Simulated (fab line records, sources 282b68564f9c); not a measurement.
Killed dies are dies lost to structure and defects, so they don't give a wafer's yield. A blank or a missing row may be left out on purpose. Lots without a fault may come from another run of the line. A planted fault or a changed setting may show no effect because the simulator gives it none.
Split-lot experiment | flow rit_cmos | 5 lots, 23 wafers read, on a route of 202 steps

THE SPLIT
At RIT_PLDD_IMPLANT_08, the setting energy_kev was moved away from the recipe's 20 on 6 of the 23 wafers read, by -2.0% to +2.8%. The other wafers ran this setting at the recipe's value.

FROM THE SPLIT TO THE READING: what the file shows between them, 4 steps
- RIT_PSD_COAT_01: resist thk 1000 nm (also split here: resist_thk_nm)
- RIT_PSD_HARDBAKE_07: time 60 s (also split here: temp_c)
- RIT_PSD_IMPLANT_08
- RIT_PSD_STRIP_09: strips in O2, time 180 s

THE READING
PLDD_RS, in ohm/sq, at RIT_SDANNEAL_RS_MEAS_06 (measures by four-point-probe). Fault-free wafers of this fab line usually give 178.6 ohm/sq, standard deviation 0.54 ohm/sq.

wafer  | tool, chamber at the split | energy_kev as run | against the recipe | PLDD_RS, ohm/sq | against lot-mates on the recipe
L075.1 | implanter-03, 0            | 20                | recipe             | 179.4           | -
L075.2 | implanter-03, 0            | 20                | recipe             | 179.6           | -
L075.3 | implanter-03, 0            | 20                | recipe             | 179.1           | -
L075.4 | implanter-03, 0            | 20.43             | +2.2%              | 177.9           | -1.5
L075.6 | implanter-03, 0            | 20.43             | +2.2%              | 178.0           | -1.4
L076.1 | implanter-01, 0            | 19.6              | -2.0%              | 179.9           | +1.7
L076.2 | implanter-01, 0            | 20                | recipe             | 178.3           | -
L076.3 | implanter-01, 0            | 19.6              | -2.0%              | 178.9           | +0.7
L076.4 | implanter-01, 0            | 20                | recipe             | 178.5           | -
L076.6 | implanter-01, 0            | 20                | recipe             | 177.9           | -
L081.1 | implanter-01, 0            | 20.55             | +2.8%              | 176.3           | -2.3
L081.3 | implanter-01, 0            | 20.55             | +2.8%              | 177.4           | -1.2
L081.4 | implanter-01, 0            | 20                | recipe             | 178.8           | -
L081.5 | implanter-01, 0            | 20                | recipe             | 178.6           | -
L081.6 | implanter-01, 0            | 20                | recipe             | 178.4           | -
L082.1 | implanter-03, 0            | 20                | recipe             | 178.5           | -
L082.3 | implanter-03, 0            | 20                | recipe             | 178.1           | -
L082.5 | implanter-03, 0            | 20                | recipe             | 178.2           | -
L083.2 | implanter-03, 0            | 20                | recipe             | 178.6           | -
L083.3 | implanter-03, 0            | 20                | recipe             | 178.1           | -
L083.4 | implanter-03, 0            | 20                | recipe             | 178.6           | -
L083.5 | implanter-03, 0            | 20                | recipe             | 179.0           | -
L083.6 | implanter-03, 0            | 20                | recipe             | 178.2           | -

THE FIT
A straight line over all 23 wafers: PLDD_RS changes by -0.477 ohm/sq for each +1% of energy_kev; r = -0.75; the points scatter about the line by 0.5 ohm/sq.
The same after taking each lot's own level away (the mean of its wafers on the recipe; 23 wafers): -0.627 ohm/sq for each +1%; r = -0.92; scatter 0.32 ohm/sq.
On that fit, the largest move of energy_kev shifts the reading by 1.7 ohm/sq.
The lots' own levels span 178.23 to 179.37 ohm/sq, that is 2.1 times the standard deviation above.
So the lot-to-lot level blurs the effect unless lot-mates are compared.
Check: with one of the wafers moved furthest among these (+2.8%) left out of the fit, the line predicts -1.56 ohm/sq for it against its lot-mates. It came out at -2.3 ohm/sq against them.

OTHER SPLITS ON THESE WAFERS
These wafers also went through other splits before the reading. Each is held against what the fit with the lots' levels taken away leaves over:
other split on the same wafers   | wafers away from the commonest value | r with PLDD_RS (lot level and that fit taken away)
RIT_ACTIVE_ETCH_13 time_s        | 4                                    | +0.04
RIT_NWELL_COAT_01 resist_thk_nm  | 7                                    | -0.01
RIT_NWELL_SOFTBAKE_02 temp_c     | 4                                    | -0.10
RIT_NRETRO_COAT_01 spin_rpm      | 5                                    | -0.02
RIT_PRETRO_SOFTBAKE_02 temp_c    | 8                                    | +0.07
RIT_PRETRO_IMPLANT_08 energy_kev | 9                                    | +0.23
RIT_GATE_COAT_11 resist_thk_nm   | 10                                   | -0.23
RIT_GATE_DEVELOP_15 dev_temp_c   | 5                                    | -0.04
RIT_PSD_COAT_01 resist_thk_nm    | 11                                   | -0.11
RIT_PSD_HARDBAKE_07 temp_c       | 10                                   | +0.26

THE WHOLE CHAIN: every reading that the file lists as answering this split, in the file's order
step                    | what it does                 | reading                                                         | change (the file's fit)                | r (the file's)
RIT_PLDD_IMPLANT_08     |                              | implant.drp_nm (the simulator's own value, which no gauge read) | +0.0683 nm for each +1% of the setting | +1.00
RIT_SDANNEAL_RS_MEAS_06 | measures by four-point-probe | PLDD_RS                                                         | -0.62 for each +1% of the setting      | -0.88

THE FILE'S OWN FIT
PLDD_RS changes by -0.62 ohm/sq for each +1% of energy_kev, r = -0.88.
